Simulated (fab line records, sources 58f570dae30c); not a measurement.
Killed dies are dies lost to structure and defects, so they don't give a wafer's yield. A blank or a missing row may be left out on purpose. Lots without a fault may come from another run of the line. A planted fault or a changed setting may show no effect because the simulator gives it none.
Split-lot experiment | flow berkeley_cmos170 | 5 lots, 23 wafers read, on a route of 331 steps

THE SPLIT
At UCB170_PFIELD_IMPLANT_07, the setting dose_cm2 was moved away from the recipe's 2e+13 on 10 of the 23 wafers read, by -6.5% to +7.5%. The other wafers ran this setting at the recipe's value.

FROM THE SPLIT TO THE READING: what the file shows between them, 1 step
- UCB170_PFIELD_STRIP_08: strips in O2

THE READING
PFIELD_TW, at UCB170_PFIELD_TW_MEAS_09. Fault-free wafers of this fab line usually give 605, standard deviation 4.

wafer  | tool, chamber at the split | dose_cm2 as run | against the recipe | PFIELD_TW | against lot-mates on the recipe
L074.1 | implanter-01, 0            | 2.149e+13       | +7.5%              | 619       | +14
L074.2 | implanter-01, 0            | 2e+13           | recipe             | 604       | -
L074.3 | implanter-01, 0            | 2e+13           | recipe             | 607       | -
L074.5 | implanter-01, 0            | 2.149e+13       | +7.5%              | 617       | +12
L074.6 | implanter-01, 0            | 2e+13           | recipe             | 605       | -
L078.4 | implanter-03, 0            | 2e+13           | recipe             | 610       | -
L078.5 | implanter-03, 0            | 2e+13           | recipe             | 608       | -
L078.6 | implanter-03, 0            | 2e+13           | recipe             | 612       | -
L079.1 | implanter-04, 0            | 1.872e+13       | -6.4%              | 596       | -14
L079.3 | implanter-04, 0            | 2e+13           | recipe             | 609       | -
L079.4 | implanter-04, 0            | 2e+13           | recipe             | 611       | -
L079.5 | implanter-04, 0            | 1.872e+13       | -6.4%              | 594       | -16
L079.6 | implanter-04, 0            | 1.872e+13       | -6.4%              | 596       | -14
L083.1 | implanter-04, 0            | 1.87e+13        | -6.5%              | 595       | -14
L083.3 | implanter-04, 0            | 2e+13           | recipe             | 609       | -
L083.4 | implanter-04, 0            | 1.87e+13        | -6.5%              | 593       | -16
L083.5 | implanter-04, 0            | 2e+13           | recipe             | 609       | -
L083.6 | implanter-04, 0            | 1.87e+13        | -6.5%              | 592       | -17
L085.2 | implanter-03, 0            | 2e+13           | recipe             | 605       | -
L085.3 | implanter-03, 0            | 1.93e+13        | -3.5%              | 593       | -7
L085.4 | implanter-03, 0            | 1.93e+13        | -3.5%              | 594       | -6
L085.5 | implanter-03, 0            | 2e+13           | recipe             | 598       | -
L085.6 | implanter-03, 0            | 2e+13           | recipe             | 598       | -

THE FIT
A straight line over all 23 wafers: PFIELD_TW changes by +1.84 for each +1% of dose_cm2; r = +0.88; the points scatter about the line by 4.
The same after taking each lot's own level away (the mean of its wafers on the recipe; 23 wafers): +2.09 for each +1%; r = +0.97; scatter 2.
On that fit, the largest move of dose_cm2 shifts the reading by 16.
The lots' own levels span 600.3 to 610.0, that is 2.4 times the standard deviation above.
So the lot-to-lot level changes the slope: the two fits differ.
Check: with one of the wafers moved furthest among these (+7.5%) left out of the fit, the line predicts +15.3 for it against its lot-mates. It came out at +13.7 against them.

OTHER SPLITS ON THESE WAFERS
These wafers also went through other splits before the reading. Each is held against what the fit with the lots' levels taken away leaves over:
other split on the same wafers          | wafers away from the commonest value | r with PFIELD_TW (lot level and that fit taken away)
UCB170_ZERO_COAT_01 resist_thk_nm       | 4                                    | +0.52
UCB170_NWELL_CVD_04 temp_c              | 18                                   | -0.02
UCB170_NWELL_ETCH_13 rf_w               | 6                                    | +0.27
UCB170_PWELL_CVD_05 pressure_mtorr      | 15                                   | -0.11
UCB170_WELLDRIVE_OXIDATION_01 ox_time_s | 15                                   | -0.13
UCB170_ACTIVE_COAT_08 spin_rpm          | 6                                    | +0.17
UCB170_ACTIVE_STRIP_16 power_w          | 8                                    | -0.06

THE FILE'S OWN FIT
PFIELD_TW changes by +2.05 for each +1% of dose_cm2, r = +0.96.
